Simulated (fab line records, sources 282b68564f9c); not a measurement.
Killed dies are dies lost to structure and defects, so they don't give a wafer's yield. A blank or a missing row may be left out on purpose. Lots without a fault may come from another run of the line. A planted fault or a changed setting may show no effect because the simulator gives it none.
Split-lot experiment | flow rit_cmos | 5 lots, 23 wafers read, on a route of 202 steps

THE SPLIT
At RIT_PRETRO_COAT_01 (resist thk 1300 nm), the setting resist_thk_nm was moved away from the recipe's 1300 nm on 5 of the 23 wafers read, by -3.2% to -2.8%. The other wafers ran this setting at the recipe's value.

FROM THE SPLIT TO THE READING: what the file shows between them, 3 steps
- RIT_PRETRO_SOFTBAKE_02: time 60 s
- RIT_PRETRO_EXPOSE_03: exposes mask M5, target cd 43700 nm
- RIT_PRETRO_DEVELOP_05: develop time 68 s

THE READING
NOVOLAK_of_PRETRO_COAT_01.thk_nm (the simulator's own value, which no gauge read), in nm, at RIT_PRETRO_HARDBAKE_07 (time 120 s). The file gives no usual value for it. The 18 wafers here that ran the recipe average 1136 nm, standard deviation 2.8 nm.

wafer  | tool, chamber at the split | resist_thk_nm as run, nm | against the recipe | NOVOLAK_of_PRETRO_COAT_01.thk_nm, nm | against lot-mates on the recipe
L074.1 | litho_track-01, 0          | 1264                     | -2.8%              | 1110                                 | -32
L074.2 | litho_track-01, 0          | 1264                     | -2.8%              | 1112                                 | -30
L074.3 | litho_track-01, 0          | 1300                     | recipe             | 1141                                 | -
L074.4 | litho_track-01, 0          | 1264                     | -2.8%              | 1114                                 | -28
L074.5 | litho_track-01, 0          | 1300                     | recipe             | 1142                                 | -
L078.1 | litho_track-03, 0          | 1300                     | recipe             | 1130                                 | -
L078.3 | litho_track-03, 0          | 1300                     | recipe             | 1135                                 | -
L078.4 | litho_track-03, 0          | 1300                     | recipe             | 1133                                 | -
L078.5 | litho_track-03, 0          | 1300                     | recipe             | 1134                                 | -
L078.6 | litho_track-03, 0          | 1300                     | recipe             | 1134                                 | -
L079.1 | litho_track-03, 0          | 1300                     | recipe             | 1136                                 | -
L079.2 | litho_track-03, 0          | 1300                     | recipe             | 1136                                 | -
L079.4 | litho_track-03, 0          | 1300                     | recipe             | 1139                                 | -
L079.5 | litho_track-03, 0          | 1300                     | recipe             | 1137                                 | -
L079.6 | litho_track-03, 0          | 1300                     | recipe             | 1135                                 | -
L083.1 | litho_track-03, 0          | 1259                     | -3.2%              | 1104                                 | -32
L083.2 | litho_track-03, 0          | 1259                     | -3.2%              | 1100                                 | -36
L083.3 | litho_track-03, 0          | 1300                     | recipe             | 1135                                 | -
L083.4 | litho_track-03, 0          | 1300                     | recipe             | 1138                                 | -
L083.5 | litho_track-03, 0          | 1300                     | recipe             | 1136                                 | -
L084.2 | litho_track-01, 0          | 1300                     | recipe             | 1134                                 | -
L084.4 | litho_track-01, 0          | 1300                     | recipe             | 1138                                 | -
L084.6 | litho_track-01, 0          | 1300                     | recipe             | 1136                                 | -

THE FIT
A straight line over all 23 wafers: NOVOLAK_of_PRETRO_COAT_01.thk_nm changes by +9.68 nm for each +1% of resist_thk_nm; r = +0.97; the points scatter about the line by 3.1 nm.
The same after taking each lot's own level away (the mean of its wafers on the recipe; 23 wafers): +10.8 nm for each +1%; r = +0.99; scatter 1.6 nm.
On that fit, the largest move of resist_thk_nm shifts the reading by 34 nm.
The lots' own levels span 1133.2 to 1141.5 nm, that is 3.0 times the standard deviation above.
So the lot-to-lot level changes the slope: the two fits differ.
Check: with one of the wafers moved furthest among these (-3.2%) left out of the fit, the line predicts -34.4 nm for it against its lot-mates. It came out at -32.3 nm against them.

OTHER SPLITS ON THESE WAFERS
These wafers also went through other splits before the reading. Each is held against what the fit with the lots' levels taken away leaves over:
other split on the same wafers       | wafers away from the commonest value | r with NOVOLAK_of_PRETRO_COAT_01.thk_nm (lot level and that fit taken away)
RIT_ACTIVE_CVD_03 time_s             | 5                                    | -0.06
RIT_ACTIVE_DEVELOP_10 develop_time_s | 10                                   | -0.37
RIT_FOX1_OXIDATION_00 temp_c         | 18                                   | -0.01
RIT_NWELL_IMPLANT_08 dose_cm2        | 8                                    | -0.20
RIT_PWELL_COAT_01 resist_thk_nm      | 4                                    | +0.14
RIT_PWELL_HARDBAKE_07 temp_c         | 4                                    | -0.34
RIT_NRETRO_COAT_01 spin_rpm          | 7                                    | +0.02
RIT_NRETRO_IMPLANT_08 energy_kev     | 5                                    | +0.09

THE WHOLE CHAIN: every reading that the file lists as answering this split, in the file's order
step                   | what it does       | reading                                                                           | change (the file's fit)              | r (the file's)
RIT_PRETRO_COAT_01     | resist thk 1300 nm | NOVOLAK_of_PRETRO_COAT_01.thk_nm (the simulator's own value, which no gauge read) | +12.6 nm for each +1% of the setting | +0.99
RIT_PRETRO_HARDBAKE_07 | time 120 s         | NOVOLAK_of_PRETRO_COAT_01.thk_nm (the simulator's own value, which no gauge read) | +10.8 nm for each +1% of the setting | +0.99

THE FILE'S OWN FIT
NOVOLAK_of_PRETRO_COAT_01.thk_nm changes by +10.8 nm for each +1% of resist_thk_nm, r = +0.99.
